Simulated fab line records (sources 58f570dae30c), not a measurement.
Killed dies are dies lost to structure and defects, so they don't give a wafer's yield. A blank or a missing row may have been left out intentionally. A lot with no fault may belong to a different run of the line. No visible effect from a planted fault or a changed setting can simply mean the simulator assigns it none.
2 desks looking at one fault    flow berkeley-cmos170    each desk holds nothing but its own numbers, with what lay behind them at the end

DESK OF THE TOOL OWNER: furnace-02
Per lot that ran on this tool, the mean of the sampled wafers carrying a number, from the tool's own readings at UCB170_SPACER_ANNEAL_02 (time 1800 s). Marked OUT: a lot whose mean sits more than 4 standard deviations from the usual mean, which makes it out of limits; the brackets give that distance.
Columns: A = spike-tc-centre-C at UCB170_SPACER_ANNEAL_02, usual 901.7 C; B = spike-tc-load-C at UCB170_SPACER_ANNEAL_02, usual 922.7 C; C = spike-tc-source-C at UCB170_SPACER_ANNEAL_02, usual 923.0 C; D = tube-center-temp-C at UCB170_SPACER_ANNEAL_02, usual 900 C; E = tube_center_temp_C_max at UCB170_SPACER_ANNEAL_02, usual 902.3
lot   first seen here  A                B                 C                 D                      E
L587  day 6 21:35      901.8            920.2             920.9             900                    902.4
L588  day 6 21:35      902.6            920.7             921.8             900                    902.1
L589  day 6 21:35      900.9            921.7             920.7             900                    902.3
L590  day 6 21:35      902.3            920.4             921.4             900                    902.5
L591  day 6 21:35      902.4            919.7             920.8             900                    902.0
L592  day 7 11:01      886.6 (-17) OUT  904.8 (-8.5) OUT  905.8 (-7.5) OUT  885 (-99 or more) OUT  887.3 (-37) OUT
L593  day 7 18:07      886.9 (-16) OUT  905.1 (-8.4) OUT  905.2 (-7.8) OUT  885 (-99 or more) OUT  887.5 (-36) OUT
L600  day 9 00:03      886.6 (-17) OUT  905.9 (-8.0) OUT  905.1 (-7.8) OUT  885 (-99 or more) OUT  887.3 (-37) OUT
L610  day 11 16:25     903.1            921.0             920.8             900                    902.5
This desk's verdict: out of limits on L592, L593, L600, starting with L592 at day 7 11:01 (spike-tc-centre-C at UCB170_SPACER_ANNEAL_02). Within limits: L587, L588, L589, L590, L591, L610.

FROM THE METROLOGY DESK
What the gauges read for every lot (on any tool): the sampled wafers with a number, averaged. Marked OUT: a lot whose mean sits more than 4 standard deviations from the usual mean, which makes it out of limits; the brackets give that distance.
Columns: A = PLDD_OVL at UCB170_PLDD_OVL_MEAS_07, usual -2 nm; B = NSD_TW at UCB170_NSD_TW_MEAS_10, usual 4175; C = PLDD_RS at UCB170_SDANNEAL_RS_MEAS_04, usual 1032 ohm/sq
lot   first seen here  A   B     C
L588  day 6 17:45      0   4165  1034
L591  day 6 18:01      0   4189  1029
L587  day 6 18:17      -3  4227  1034
L589  day 6 18:29      2   4159  1034
L590  day 6 18:37      3   4220  1036
L592  day 7 06:58      -4  4229  1090 (+18) OUT
L593  day 7 14:23      1   4153  1088 (+18) OUT
L596  day 8 03:25      -3  4190  1029
L600  day 8 18:40      -2  4143  1085 (+17) OUT
L602  day 9 07:32      -2  4126  1032
L603  day 9 13:02      0   4130  1032
L604  day 10 00:31     -3  4129  1031
L605  day 10 00:47     4   4186  1034
L609  day 10 22:53     5   4165  1031
L610  day 11 11:23     -7  4186  1033
Finding of this desk: L592, L593, L600 out of limits, first seen on L592 at day 7 17:34 (PLDD_RS at UCB170_SDANNEAL_RS_MEAS_04). Within limits: L588, L591, L587, L589, L590, L596, L602, L603, L604, L605, L609, L610.

PUT TOGETHER
The tool owner's desk could have raised an alarm at day 7 11:01, on L592, L593, L600.
On L592, L593, L600, the metrology desk was in a position to raise an alarm at day 7 17:34.
The lots listed all ran UCB170_SPACER_ANNEAL_02 on furnace-02.

WHAT THE SIMULATOR PUT IN
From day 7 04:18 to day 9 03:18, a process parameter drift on furnace-02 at UCB170_SPACER_ANNEAL_02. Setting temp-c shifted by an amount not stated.
Shown lots that were struck: L592, L593, L600.
Delay (hours) between the fault's onset and each desk's first out-of-limits reading: 7 at the tool owner's desk, 13 at the metrology desk.
